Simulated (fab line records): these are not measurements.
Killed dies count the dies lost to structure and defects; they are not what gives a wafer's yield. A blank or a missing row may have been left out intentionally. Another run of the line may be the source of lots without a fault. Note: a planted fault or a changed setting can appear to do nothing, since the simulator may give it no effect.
fab line records	flow rit-cmos
record: lots: 6	wafers: 18	last-day: 8
route steps=202 shown M1@184
lots untouched by any fault: they come from a run of this same line in which no faults occurred
start-h: hours from the record's opening day to when the first of the lot's shown wafers began	wait-h: time in hours since the lot's previous step	" identical to the entry in the row above	L1.1+2: a single row standing in for several wafers	- no value, or no start given	* or withheld: withheld	< > ~ a bound
route shown NAME@n: names a module that has steps shown in the file, with the first one's number in the route	usual: the fault-free wafers' mean and standard deviation	same: alike in all rows	chamber/n: place in a boat	sites: readings site by site	_std_site: standard deviation across them	_edge_site: the outer-site mean with the inner-site mean subtracted	radius-mm: how far each site lies from the wafer's centre	mask NAME#n: copy n	behind: tool/chamber where the wafer was last shaped	hold: cause of the lot's hold/its duration in hours/its outcome	device: the n, p or np transistor that did not switch	end of line: the same wafers' tests at the end of the route	where a step has no rows: the recipe by itself	killed: the dies lost at the first sort to structure and to defects; this is not the yield of the wafer	map: per-die view of a wafer (x killed, . not killed, _ where there is no die)
set.NAME: the run value of the setting; set.NAME@STEP: its run value at that earlier step	model.NAME: the simulator's own value behind a step, which no gauge read
lots at selected steps of the route; one table per step, one row per wafer
services: the hour from which a tool's chamber was out of use, counted from the record's first day as start-h (under 0 if before that day), plus the number of hours and why
== steps ==
step: RIT_M1_SPUTTER_00
recipe: material: Al	target-thk-nm: 400	power-w: 2000	chamber-pressure-pa: 0.4	gas: Ar	time-s: 500	substrate-temp-c: 25
usual: throttle-valve-pct: 30.2/1.1
lot.wafer	tool	chamber	start-h	wait-h	throttle-valve-pct
L241.2	pvd-sputter-04	-	63.92	0.0	30.9
L241.3	"	-	"	"	28.6
L241.5	"	-	"	"	30.2
L242.1	pvd-sputter-01	-	64.41	0.0	31.1
L242.4	"	-	"	"	32.0
L242.6	"	-	"	"	29.6
L248.3	pvd-sputter-04	-	93.49	0.0	29.7
L248.4	"	-	"	"	29.8
L248.5	"	-	"	"	30.4
L251.1	pvd-sputter-03	-	109.05	0.0	30.8
L251.2	"	-	"	"	28.8
L251.5	"	-	"	"	30.5
L261.2	pvd-sputter-04	-	176.52	0.0	30.9
L261.3	"	-	"	"	31.6
L261.5	"	-	"	"	30.6
L264.1	pvd-sputter-04	-	191.07	0.0	31.3
L264.4	"	-	"	"	29.6
L264.6	"	-	"	"	31.0
step: RIT_M1_RS_MEAS_01
recipe: thk-meas-gauge: four-point-probe	reads: Al_of_M1_SPUTTER_00
usual: M1_AL_RS: 0.0735/0.00083
lot.wafer	tool	chamber	start-h	wait-h	M1_AL_RS[ohm/sq]
L241.2	film-metro-04	-	64.24	0.2	0.0726
L241.3	"	-	"	"	0.0728
L241.5	"	-	"	"	0.0731
L242.1	film-metro-04	-	64.70	0.1	0.0746
L242.4	"	-	"	"	0.0745
L242.6	"	-	"	"	0.0747
L248.3	film-metro-03	-	93.82	0.2	0.0738
L248.4	"	-	"	"	0.0736
L248.5	"	-	"	"	0.0736
L251.1	film-metro-03	-	109.35	0.1	0.0734
L251.2	"	-	"	"	0.0731
L251.5	"	-	"	"	0.0737
L261.2	film-metro-04	-	176.83	0.2	0.0718
L261.3	"	-	"	"	0.0718
L261.5	"	-	"	"	0.0718
L264.1	film-metro-04	-	191.37	0.1	0.0733
L264.4	"	-	"	"	0.0718
L264.6	"	-	"	"	0.0729
step: RIT_M1_THK_MEAS_02
recipe: thk-meas-gauge: xrf	reads: Al_of_M1_SPUTTER_00
usual: M1_AL_THK: 400/4.7
lot.wafer	tool	chamber	start-h	wait-h	M1_AL_THK[nm]
L241.2	film-metro-04	-	64.35	0.1	405
L241.3	"	-	"	"	405
L241.5	"	-	"	"	404
L242.1	film-metro-04	-	64.82	0.1	394
L242.4	"	-	"	"	397
L242.6	"	-	"	"	395
L248.3	film-metro-03	-	93.92	0.1	399
L248.4	"	-	"	"	401
L248.5	"	-	"	"	399
L251.1	film-metro-03	-	109.47	0.1	399
L251.2	"	-	"	"	401
L251.5	"	-	"	"	397
L261.2	film-metro-04	-	176.94	0.1	410
L261.3	"	-	"	"	412
L261.5	"	-	"	"	410
L264.1	film-metro-04	-	191.49	0.1	401
L264.4	"	-	"	"	407
L264.6	"	-	"	"	405
step: RIT_M1_HMDS_03
recipe: prime-time-s: 60	prime-temp-c: 140
step: RIT_M1_COAT_04
recipe: resist: NOVOLAK	spin-rpm: 2000	resist-thk-nm: 1300
step: RIT_M1_SOFTBAKE_05
recipe: resist: NOVOLAK	temp-c: 90	time-s: 60
step: RIT_M1_EXPOSE_06
recipe: mask-id: M12	na: 0.6	source-shape: conventional	sigma-outer: 0.5	target-cd-nm: 2600	dose-mj: 250
step: RIT_M1_PEB_07
recipe: resist: NOVOLAK	temp-c: withheld	time-s: withheld
step: RIT_M1_DEVELOP_08
recipe: resist: NOVOLAK	develop-time-s: 68	dev-temp-c: 23
step: RIT_M1_CD_MEAS_09
recipe: target-cd-nm: 2600
usual: cd-nm: 2599.5/2.1
lot.wafer	tool	chamber	start-h	wait-h	cd-nm
L241.2	cd-sem-01	-	65.59	-	2602.1
L241.3	"	-	"	"	2601.5
L241.5	"	-	"	"	2600.9
L242.1	cd-sem-01	-	65.91	-	2599.5
L242.4	"	-	"	"	2599.9
L242.6	"	-	"	"	2597.1
L248.3	cd-sem-01	-	95.01	-	2597.4
L248.4	"	-	"	"	2596.0
L248.5	"	-	"	"	2596.2
L251.1	cd-sem-01	-	110.53	-	2601.0
L251.2	"	-	"	"	2601.5
L251.5	"	-	"	"	2601.2
L261.2	cd-sem-01	-	178.08	-	2598.6
L261.3	"	-	"	"	2599.2
L261.5	"	-	"	"	2601.2
L264.1	cd-sem-02	-	192.44	-	2597.5
L264.4	"	-	"	"	2597.9
L264.6	"	-	"	"	2600.6
step: RIT_M1_OVL_MEAS_10
usual: M1_OVL: 0.0/1.4
lot.wafer	tool	chamber	start-h	wait-h	M1_OVL[nm]
L241.2	overlay-02	-	65.69	0.1	-0.1
L241.3	"	-	"	"	-1.7
L241.5	"	-	"	"	-4.4
L242.1	overlay-01	-	66.03	0.1	-0.6
L242.4	"	-	"	"	0.4
L242.6	"	-	"	"	-0.5
L248.3	overlay-01	-	95.10	0.1	2.4
L248.4	"	-	"	"	1.6
L248.5	"	-	"	"	3.5
L251.1	overlay-02	-	110.65	0.1	-0.6
L251.2	"	-	"	"	-0.6
L251.5	"	-	"	"	-2.8
L261.2	overlay-02	-	178.18	0.1	-0.9
L261.3	"	-	"	"	1.2
L261.5	"	-	"	"	0.2
L264.1	overlay-01	-	192.56	0.1	-1.0
L264.4	"	-	"	"	-0.2
L264.6	"	-	"	"	-0.4
step: RIT_M1_HARDBAKE_11
recipe: resist: NOVOLAK	temp-c: 140	time-s: 120
step: RIT_M1_METAL_ETCH_12
recipe: stop-on: SiO2	chemistry: Cl2/BCl3	target: Al	time-s: 165	over-etch-frac: 0.5	pressure-mtorr: 100	target-depth-a: 6000	rf-w: 250	Cl2_flow_sccm: 60	bcl3-flow-sccm: 50
usual: bcl3-flow-sccm: 50.00/0.16	drypump-motor-current-A: 5.71/0.26	mfc-cl2-sccm: 60.03/0.19	oes-product-au: 0.781/0.011	throttle-valve-pct: 8.26/0.13
lot.wafer	tool	chamber	start-h	wait-h	bcl3-flow-sccm	drypump-motor-current-A	mfc-cl2-sccm	oes-product-au	rf-hours-counter-h	throttle-valve-pct	model.NOVOLAK_of_M1_COAT_04.thk-nm	model.SiO2_of_CONTACT_CVD_00.thk-nm	model.M1.feature-depth-nm
L241.2	rie-metal-02	0	65.97	0.2	49.70	5.36	60.05	0.773	2.5	8.39	812.3	362.6	436.1
L241.3	"	0	"	"	49.86	5.38	60.24	0.767	-	8.40	806.9	360.7	436.4
L241.5	"	1	"	"	50.09	6.05	60.27	0.781	-	8.06	805.3	372.6	434.2
L242.1	rie-metal-03	1	66.32	0.2	49.88	5.81	60.21	0.775	0.6	8.33	803.7	365.8	426.5
L242.4	"	1	"	"	50.16	5.80	59.84	0.782	-	8.33	808.9	370.4	426.9
L242.6	"	0	"	"	50.02	5.18	59.94	0.766	-	8.44	812.6	369.7	424.6
L248.3	rie-metal-03	0	95.58	0.2	49.80	5.20	60.24	0.677	-	8.45	720.1	361.2	441.1
L248.4	"	1	"	"	50.00	5.82	59.92	0.682	-	8.36	705.4	367.1	443
L248.5	"	1	"	"	50.13	5.81	60.12	0.687	-	8.34	710.3	361.3	442.6
L251.1	rie-metal-03	0	110.94	0.2	50.28	5.19	59.98	0.681	1.1	8.44	718.4	353.9	443.4
L251.2	"	1	"	"	49.95	5.82	59.76	0.689	1.1	8.33	708.3	353.3	446.1
L251.5	"	0	"	"	50.33	5.21	59.84	0.673	-	8.45	718	365.5	441.2
L261.2	rie-metal-02	1	178.46	0.2	49.98	6.04	60.05	0.792	3.8	8.08	813.9	365.4	441.6
L261.3	"	0	"	"	49.99	5.39	59.60	0.768	-	8.40	817	361.7	440.8
L261.5	"	0	"	"	49.93	5.41	59.89	0.763	-	8.38	813.6	372.4	441.3
L264.1	rie-metal-01	1	192.84	0.2	49.88	5.56	59.88	0.790	5.2	8.12	801.3	357.1	433.6
L264.4	"	0	"	"	49.96	5.84	59.71	0.790	-	8.26	803.4	361.9	441.5
L264.6	"	1	"	"	49.75	5.59	59.63	0.786	-	8.11	799.5	361	435.9
step: RIT_M1_STRIP_13
recipe: chemistry: nmp	resist: NOVOLAK	temp-c: 80	time-s: 600	dry: n2-spin
step: RIT_M1_STRIP_14
recipe: chemistry: O2	time-s: 180	platen-temp-c: withheld	power-w: 500	pressure-mtorr: 4000	o2-flow-sccm: 4000
usual: drypump-motor-current-A: 5.6/0.56
lot.wafer	tool	chamber	start-h	wait-h	drypump-motor-current-A	rf-hours-counter-h
L241.2	plasma-asher-01	1	66.33	0.0	6.0	38
L241.3	"	0	"	"	4.8	-
L241.5	"	0	"	"	4.8	-
L242.1	plasma-asher-03	0	66.66	0.0	6.4	30
L242.4	"	1	"	"	5.9	-
L242.6	"	0	"	"	6.4	-
L248.3	plasma-asher-01	1	95.95	0.1	6.1	-
L248.4	"	0	"	"	4.7	-
L248.5	"	0	"	"	4.8	-
L251.1	plasma-asher-02	1	111.29	0.0	5.6	44
L251.2	"	0	"	"	5.8	44
L251.5	"	1	"	"	5.6	-
L261.2	plasma-asher-03	0	178.80	0.0	6.4	41
L261.3	"	1	"	"	5.9	-
L261.5	"	0	"	"	6.4	-
L264.1	plasma-asher-02	1	193.18	0.0	5.6	52
L264.4	"	0	"	"	5.8	-
L264.6	"	1	"	"	5.6	-
step: RIT_M1_CD_MEAS_90
recipe: target-cd-nm: 2600
usual: cd-nm: 2599.3/2.2
lot.wafer	tool	chamber	start-h	wait-h	cd-nm
L241.2	cd-sem-02	-	66.52	0.1	2599.9
L241.3	"	-	"	"	2601.1
L241.5	"	-	"	"	2600.6
L242.1	cd-sem-01	-	66.83	0.1	2599.3
L242.4	"	-	"	"	2598.8
L242.6	"	-	"	"	2597.4
L248.3	cd-sem-01	-	96.10	0.1	2591.3
L248.4	"	-	"	"	2588.7
L248.5	"	-	"	"	2586.7
L251.1	cd-sem-01	-	111.47	0.1	2596.3
L251.2	"	-	"	"	2595.1
L251.5	"	-	"	"	2596.4
L261.2	cd-sem-02	-	178.99	0.1	2598.1
L261.3	"	-	"	"	2599.4
L261.5	"	-	"	"	2600.4
L264.1	cd-sem-02	-	193.35	0.1	2596.5
L264.4	"	-	"	"	2597.6
L264.6	"	-	"	"	2599.9
step: RIT_M1_ANNEAL_15
recipe: temp-c: 450	time-s: 1800	ambient: forming_gas_H2N2
step: RIT_M1_PROBE_99
usual: defect-limited-yield: 97.5/1	killed-at-front-end: 6.6/2.7	killed-dies: 6.7/2.7	killed-on-rim: 1.7/1.4	killed-open: 3.4/2	killed-short: 3.2/1.8	sort_bin_3_pad_short: 0.1/0.23	sort_bin_5_function: 1.4/0.68	sort_bin_6_memory: 1.0/0.62	sort-n-pass: 257.3/2.7	sort-yield-pct: 97.5/1
same: gross-dies: 264	killed_at_M0_to_M3: 0	killed_at_M4_up: 0	killed-at-back-side: 0	killed-at-contacts: 0	killed-at-other: 0
lot.wafer	tool	chamber	start-h	wait-h	defect-limited-yield[%]	killed-at-front-end	killed-dies	killed-on-rim	killed-open	killed-short	sort_bin_3_pad_short[%]	sort_bin_5_function[%]	sort_bin_6_memory[%]	sort-n-pass	sort-yield-pct[%]	model.etest.antenna-m1.vt-shift-v
L241.2	prober-02	-	68.29	0.1	98.5	4	4	2	3	1	0	0.4	1.1	260.0	98.5	-0.01146
L241.3	prober-02	-	68.34	0.2	97.0	8	8	3	2	6	0	1.1	1.9	256.0	97.0	-0.01393
L241.5	prober-02	-	68.44	0.2	97.7	6	6	3	3	3	0	1.5	0.8	258.0	97.7	-0.01226
L242.1	prober-01	-	69.74	0.1	98.5	4	4	1	2	2	0	0.8	0.8	260.0	98.5	-0.01406
L242.4	prober-01	-	69.89	0.2	97.0	8	8	2	4	4	0	1.9	1.1	256.0	97.0	-0.01304
L242.6	prober-01	-	69.99	0.2	97.3	7	7	1	5	2	0	0.8	1.9	257.0	97.3	-0.007838
L248.3	prober-01	-	97.90	0.2	97.7	6	6	1	4	2	0	1.1	1.1	258.0	97.7	-0.02228
L248.4	prober-01	-	97.95	0.2	97.7	6	6	1	3	3	0	0.4	1.9	258.0	97.7	-0.01841
L248.5	prober-01	-	98.00	0.2	95.8	11	11	2	6	5	0	1.5	2.7	253.0	95.8	-0.02161
L251.1	prober-02	-	113.21	0.1	96.6	9	9	3	5	3	0.4	1.9	1.1	255.0	96.6	-0.01952
L251.2	prober-02	-	113.26	0.1	97.7	6	6	2	4	2	0	1.9	0.4	258.0	97.7	-0.02058
L251.5	prober-02	-	113.41	0.2	95.8	11	11	7	3	7	0.8	1.5	1.9	253.0	95.8	-0.02382
L261.2	prober-01	-	181.72	0.1	97.7	6	6	1	2	4	0	1.1	1.1	258.0	97.7	-0.01211
L261.3	prober-01	-	181.77	0.2	99.2	2	2	1	2	0	0	0.8	0	262.0	99.2	-0.003879
L261.5	prober-01	-	181.87	0.2	98.5	4	4	0	2	2	0	1.1	0.4	260.0	98.5	-0.01011
L264.1	prober-01	-	195.09	0.1	97.7	6	6	0	2	4	0	1.1	1.1	258.0	97.7	-0.01047
L264.4	prober-01	-	195.24	0.2	97.3	7	7	1	6	1	0	1.9	0.8	257.0	97.3	-0.01078
L264.6	prober-01	-	195.34	0.2	97.7	6	6	3	4	2	0	1.9	0.4	258.0	97.7	-0.00892
killed by level:class
L241.2 SPACER:geometric-particle:open=2 FOX2:geometric-particle:short=1 GATE:geometric-particle:open=1
L241.3 GATE:geometric-particle:short=4 GATE:geometric-particle:open=2 REOX:geometric-particle:short=1 SILICIDE:geometric-particle:short=1
L241.5 SPACER:geometric-particle:short=2 SILICIDE:geometric-particle:open=2 SPACER:geometric-particle:open=1 SILICIDE:geometric-particle:short=1
L242.1 FOX1:geometric-particle:open=1 GATE:geometric-particle:short=1 SPACER:geometric-particle:short=1 SPACER:geometric-particle:open=1
L242.4 FOX1:geometric-particle:short=3 GATE:geometric-particle:open=3 FOX1:geometric-particle:open=1 GATE:geometric-particle:short=1
L242.6 FOX1:geometric-particle:open=2 FOX1:geometric-particle:short=1 GATE:geometric-particle:open=1 REOX:geometric-particle:open=1 REOX:geometric-particle:short=1 SPACER:geometric-particle:open=1
L248.3 GATE:geometric-particle:open=3 SILICIDE:geometric-particle:short=2 SILICIDE:geometric-particle:open=1
L248.4 GATE:geometric-particle:open=3 SILICIDE:geometric-particle:short=2 GATE:geometric-particle:short=1
L248.5 GATE:geometric-particle:short=3 FOX1:geometric-particle:open=2 SILICIDE:geometric-particle:open=2 SILICIDE:geometric-particle:short=2 FOX2:geometric-particle:open=1 GATE:geometric-particle:open=1
L251.1 FOX1:geometric-particle:open=2 GATE:geometric-particle:short=2 GATE:geometric-particle:open=1 REOX:geometric-particle:open=1 SPACER:geometric-particle:open=1 SILICIDE:geometric-particle:short=1 NSD:coat-microbubble-printed=1
L251.2 GATE:geometric-particle:open=3 FOX1:geometric-particle:short=1 SILICIDE:geometric-particle:short=1 SILICIDE:geometric-particle:open=1
L251.5 GATE:geometric-particle:short=4 FOX1:geometric-particle:short=2 GATE:geometric-particle:open=1 REOX:geometric-particle:open=1 SPACER:geometric-particle:open=1 SILICIDE:geometric-particle:short=1 NSD:coat-microbubble-printed=1
L261.2 SPACER:geometric-particle:short=2 FOX2:geometric-particle:short=1 GATE:geometric-particle:open=1 SPACER:geometric-particle:open=1 SILICIDE:geometric-particle:short=1
L261.3 GATE:geometric-particle:open=1 SILICIDE:geometric-particle:open=1
L261.5 FOX1:geometric-particle:open=1 GATE:geometric-particle:open=1 GATE:geometric-particle:short=1 SPACER:geometric-particle:short=1
L264.1 GATE:geometric-particle:open=2 SPACER:geometric-particle:short=2 FOX1:geometric-particle:short=1 GATE:geometric-particle:short=1
L264.4 GATE:geometric-particle:open=5 FOX1:geometric-particle:short=1 FOX1:geometric-particle:open=1
L264.6 FOX1:geometric-particle:open=3 REOX:geometric-particle:short=2 GATE:geometric-particle:open=1
== services ==
tool	chamber	start-h	hours	kind
pvd-sputter-03	-	41.38	1.9	repair
pvd-sputter-01	-	54.47	1.4	repair
plasma-asher-02	-	83.87	14.6	pm
rie-metal-01	-	90.10	0.4	repair
plasma-asher-01	-	103.33	0.4	repair
pvd-sputter-03	-	117.07	1.3	repair
pvd-sputter-01	-	125.82	12.2	repair
rie-metal-02	-	125.88	1.9	repair
pvd-sputter-01	-	145.75	1.8	repair
rie-metal-01	1	153.16	5.3	repair
rie-metal-01	-	166.61	0.3	repair
plasma-asher-02	-	171.97	1.6	repair
== key ==
first-sign: step: RIT_M1_METAL_ETCH_12	reading: oes-product-au	direction: down	sigmas: 9.3	usual: 0.781	struck: 0.681
effect: step: RIT_M1_CD_MEAS_90	reading: cd-nm	direction: down	sigmas: 3.1	usual: 2599.3	struck: 2592.4
model-effect: step: RIT_M1_METAL_ETCH_12	value: NOVOLAK_of_M1_COAT_04.thk-nm	without: 808.8	struck: 713.4
model-effect: step: RIT_M1_PROBE_99	value: etest.antenna-m1.vt-shift-v	without: -0.01237	struck: -0.02104
met-at RIT_M1_METAL_ETCH_12
struck-wafers L248.3,L248.4,L248.5,L251.1,L251.2,L251.5
onset-between 66.32 95.58
fault: kind: process-parameter-drift	tool: rie-metal-03	chamber: -	onset-h: 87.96	steps: RIT_M1_METAL_ETCH_12	channel: target-depth-a	offset: 1734.2	shape: step	end-h: 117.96	stated: 6000
